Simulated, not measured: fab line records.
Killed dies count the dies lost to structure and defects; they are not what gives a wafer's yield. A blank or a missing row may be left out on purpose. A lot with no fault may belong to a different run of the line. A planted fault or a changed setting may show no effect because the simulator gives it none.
The tool behind it: which one? | flow berkeley-cmos170 | 13 lots with 39 wafers sampled at 2 steps, on a route of 331 steps

WHAT EACH GAUGE READ, for each wafer
UCB170_SPACER_THK_MEAS_01. Usual: SPACER_TEOS_THK 375 nm, standard deviation 5.2.
lot  | measured     | on            | SPACER_TEOS_THK (nm)    | flag
L490 | day 6 02:47  | film-metro-04 | 362 376 375             |
L492 | day 6 15:40  | film-metro-03 | 370 378 372             |
L491 | day 6 15:54  | film-metro-04 | 367 372 372             |
L493 | day 7 01:29  | film-metro-03 | 369 374 377             |
L494 | day 7 02:14  | film-metro-04 | 369 377 373             |
L495 | day 7 02:27  | film-metro-02 | 372 379 373             |
L501 | day 8 14:17  | film-metro-04 | 221 221 377 222 220 377 | OFF
L505 | day 9 04:52  | film-metro-03 | 371 377 372             |
L506 | day 9 18:47  | film-metro-02 | 385 380 370             |
L508 | day 10 02:26 | film-metro-04 | 372 379 368             |
L511 | day 10 11:18 | film-metro-02 | 374 378 380             |
L513 | day 10 11:18 | film-metro-04 | 366 380 374             |
L512 | day 10 11:51 | film-metro-02 | 369 376 375             |

WHAT TOOL EACH LOT RAN ON (gives the tool, then ch and the chambers of the sampled wafers, and finally the start)
lot  | UCB170_SPACER_CVD_00
L490 | pecvd-03 ch 1,2, day 6 02:44
L492 | pecvd-03 ch 1,2, day 6 15:37
L491 | pecvd-02 ch 0,1,2, day 6 15:52
L493 | pecvd-03 ch 0,1,2, day 7 01:26
L494 | pecvd-02 ch 0,1, day 7 02:12
L495 | pecvd-03 ch 1,2, day 7 02:25
L501 | pecvd-03 ch 0,2, day 8 14:15
L505 | pecvd-02 ch 1,2, day 9 04:48
L506 | pecvd-01 ch 0,1,2, day 9 18:43
L508 | pecvd-01 ch 0,1,2, day 10 02:22
L511 | pecvd-02 ch 0,2, day 10 11:16
L513 | pecvd-01 ch 1,2, day 10 11:16
L512 | pecvd-02 ch 0,1, day 10 11:47
- UCB170_SPACER_CVD_00: deposits SiO2 from TEOS/O2, target thk 376 nm, time 47 s.

AS READ BY THE TOOLS THEMSELVES (means over the sampled wafers that have a number; for cases with no such wafer, the mark the record gives instead)
UCB170_SPACER_CVD_00. Usual: heater-power-w 276 W, standard deviation 50; run-length-s 74.8 s, standard deviation 0.54.
lot  | tool     | heater-power-w (W) | run-length-s (s) | flag
L490 | pecvd-03 | 283                | 74.3             |
L492 | pecvd-03 | 303                | 74.9             |
L491 | pecvd-02 | 252                | 74.5             |
L493 | pecvd-03 | 299                | 74.9             |
L494 | pecvd-02 | 261                | 74.2             |
L495 | pecvd-03 | 267                | 74.8             |
L501 | pecvd-03 | 331                | 62.9             | OFF
L505 | pecvd-02 | 239                | 74.5             |
L506 | pecvd-01 | 253                | 75.6             |
L508 | pecvd-01 | 226                | 75.2             |
L511 | pecvd-02 | 261                | 75.0             |
L513 | pecvd-01 | 255                | 75.3             |
L512 | pecvd-02 | 257                | 74.1             |

THE ANSWER, worked out from the rows above alone
Rule: a lot is off if the mean of its wafers that have a number lies more than 3 standard deviations from the usual mean. A lot without any number at a reading at which 4 lots or more have one is off too. All remaining lots with rows at the step are treated as sound. After the gauges, taken in route order, come the tools' own readings; for these a lot's mean is taken, as printed above. At the first step where some lot is off, the reading lying furthest off is the one used; lots without a number count as furthest.
Off: L501, seen at UCB170_SPACER_THK_MEAS_01 (SPACER_TEOS_THK).
If a tool, at a process step before that reading, ran all the lots that are off and no sound lot after the first of them, it fits. The gauges at UCB170_SPACER_THK_MEAS_01 aren't tried: what is off there is off at UCB170_SPACER_CVD_00 too, on other tools, and a gauge's error can't cause that. One fits: UCB170_SPACER_CVD_00 on pecvd-03. Its last sound lot is L495 (day 7 02:25), its first lot that is off L501 (day 8 14:15): a fault that began between those two fits.
The tool's own readings at UCB170_SPACER_CVD_00 bear it out: on the lots that are off they differ by more than 5 times the standard deviation of the sound lots' means. run-length-s reads 62.9 s there against 74.8 s on the sound lots.

WHAT THE SIMULATOR HAD INSERTED
pecvd-03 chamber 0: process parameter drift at UCB170_SPACER_CVD_00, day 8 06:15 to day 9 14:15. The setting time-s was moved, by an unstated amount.
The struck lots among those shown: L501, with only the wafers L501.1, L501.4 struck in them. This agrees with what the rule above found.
